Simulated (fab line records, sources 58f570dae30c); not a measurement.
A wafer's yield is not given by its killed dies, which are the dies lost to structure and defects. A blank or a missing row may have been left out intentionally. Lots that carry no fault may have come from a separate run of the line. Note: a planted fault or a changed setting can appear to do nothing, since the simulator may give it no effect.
A lot that was struck, set against a sound lot -- flow berkeleyCmos170 -- 14 steps out of a route of 331
Sound: wafers L130.2, L130.4, L130.6. Wafers struck: L120.1, L120.2, L120.3. At the end, the cause is stated.
Each step with rows lists, per side, the tool, then ch with its chambers, then its first start. Under that, the readings that differ: sound wafers -- struck wafers -- difference of the means -- sigmas: that difference in standard deviations of wafers without a fault.
alike: readings whose means differ by less than 2 such deviations, and words and numbers that are the same on both sides. not compared: withheld readings, readings that some wafer has no value for, bounds like >300 that may hide the same value, and numbers for which the record gives no deviation and whose values overlap.
Wherever a step has rows on one side only, a row that says differs or no value, or a row with sigmas, the two part there. When numbers do not overlap yet have no deviation, they are printed without sigmas and do not part them. A reading missing from all wafers of one side parts the sides only when that side holds two or more wafers.

UCB170_PVT_STRIP_08: strips in O2.
  sound on plasmaAsher-03 ch 1, day 9 14:40; struck on plasmaAsher-04 ch 0,1, day 7 20:52
  alike: drypumpMotorCurrentA, oesProductAu, stripTimeToEndpointS
  not compared: rfHoursCounterH
UCB170_PVT_TW_MEAS_09:
  sound: filmMetro-03 at day 9 14:46; struck: filmMetro-04 at day 7 20:58
  alike: PVT_TW
then, 1 step without rows for these wafers: UCB170_GATE_WET_ETCH_00 (etches SiO2 in dHF, time 200 s).
UCB170_FIELD_THK_MEAS_91:
  sound: filmMetro-01 at day 9 14:56; struck: filmMetro-03 at day 7 21:05
  alike: FIELD_OXIDE_LEFT_2_THK
then, 1 step without rows for these wafers: UCB170_GATE_OXIDATION_01 (target thk 6.6 nm, ox time 1800 s).
UCB170_GATE_THK_MEAS_02:
  sound: filmMetro-01 at day 9 17:55; struck: filmMetro-01 at day 7 22:47
  alike: GATE_OXIDE_THK
then, 2 steps without rows for these wafers: UCB170_GATE_ANNEAL_03 (time 1800 s); UCB170_GATE_CVD_04 (deposits poly-Si from SiH4, time 1440 s, target thk 214 nm).
UCB170_GATE_THK_MEAS_05:
  sound: filmMetro-02 at day 9 23:04; struck: filmMetro-04 at day 8 05:02
  alike: GATE_POLY_THK
then, 3 steps without rows for these wafers: UCB170_GATE_COAT_06; UCB170_GATE_COAT_07 (resist thk 900 nm); UCB170_GATE_SOFTBAKE_08 (time 60 s).
UCB170_GATE_EXPOSE_09: exposes mask POLY, target cd 350 nm.
  struck on krfScanner-01, day 8 05:48; sound on krfScanner-02 ch 0, day 10 00:46
  no value came back on the struck wafers for exposureDoseMJCm2, focusOffsetNm (nm); on the sound wafers exposureDoseMJCm2 reads 21.02 21.02 21.01
  alike: mask
following that, these wafers have no rows for 1 step: UCB170_GATE_PEB_10.

WHERE THEY PART
At UCB170_GATE_EXPOSE_09 and nowhere else, as far as this record goes.

WHY: what the simulator had put in
Step skipped in full: krfScanner-01, at UCB170_GATE_EXPOSE_09, from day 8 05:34 onward. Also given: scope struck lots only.
